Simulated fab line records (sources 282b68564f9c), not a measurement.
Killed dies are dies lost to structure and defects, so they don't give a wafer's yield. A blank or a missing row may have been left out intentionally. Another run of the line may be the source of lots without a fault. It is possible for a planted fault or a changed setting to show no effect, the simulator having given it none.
Matching of chambers ; flow ritCmos ; RIT_GATE_ETCH_19 on rieSi-01 has 4 sister chambers
The step etches poly-Si in SF6/CHF3/O2, stops on SiO2, time 165 s, target depth 312.5 nm. 14 wafers are shown with their chamber, then 7 later ones without.

EACH WAFER AND ITS CHAMBER
wafer;chamber;throttleValvePct (%);oesProductAu (a.u.);rfFwdPowerW (W)
L877.2;1;10.18;0.862;159.1
L877.3;2;10.18;0.845;158.7
L877.6;2;10.20;0.846;159.6
L879.3;1;10.19;0.852;159.0
L879.4;1;10.18;0.836;159.4
L879.6;3;9.96;0.869;159.4
L881.3;0;10.40;0.868;158.6
L881.5;3;9.96;0.868;158.5
L881.6;0;10.39;0.875;158.5
L882.1;3;9.97;0.861;159.4
L882.3;1;10.19;0.840;158.5
L882.4;0;10.40;0.874;159.2
L883.1;2;10.19;0.845;160.2
L883.2;3;9.97;0.863;158.5

SIGNATURES, as means of the wafers listed above
reading;chamber 0;chamber 1;chamber 2;chamber 3;scatter within a chamber
throttleValvePct;10.3967;10.1850;10.1900;9.9650;0.00683
oesProductAu;0.87233;0.84750;0.84533;0.86525;0.00702
rfFwdPowerW;158.767;159.000;159.500;158.950;0.515
Rule: for a wafer and a chamber, the distance is found by dividing, reading by reading, the gap between the wafer's reading and the chamber's mean by the reading's scatter, squaring, summing and taking the root. The wafer belongs to the nearest chamber; if the next one is less than 2 further off, it can't be placed. How the scatter is found: for the shown wafers, subtract from each reading the mean of its chamber, square and add these, divide the total by (wafers less chambers), then take the root.

WAFERS MISSING THEIR CHAMBER
wafer;throttleValvePct (%);oesProductAu (a.u.);rfFwdPowerW (W)
L883.3;10.18;0.832;158.4
L884.2;10.41;0.875;159.2
L884.4;10.21;0.842;159.6
L884.6;9.95;0.871;159.6
L898.1;10.19;0.848;159.6
L898.2;10.40;0.862;158.9
L898.6;9.96;0.868;159.6

EACH ONE'S CHAMBER
wafer;from the rows above;in truth
L883.3;can't be placed: 1 or 2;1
L884.2;0;0
L884.4;can't be placed: 2 or 1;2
L884.6;3;3
L898.1;can't be placed: 2 or 1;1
L898.2;0;0
L898.6;3;3
4 of 7 placed correctly. Unplaceable from these rows: 3, with the true chamber sitting among the candidates in 3. 0 placed wrongly.
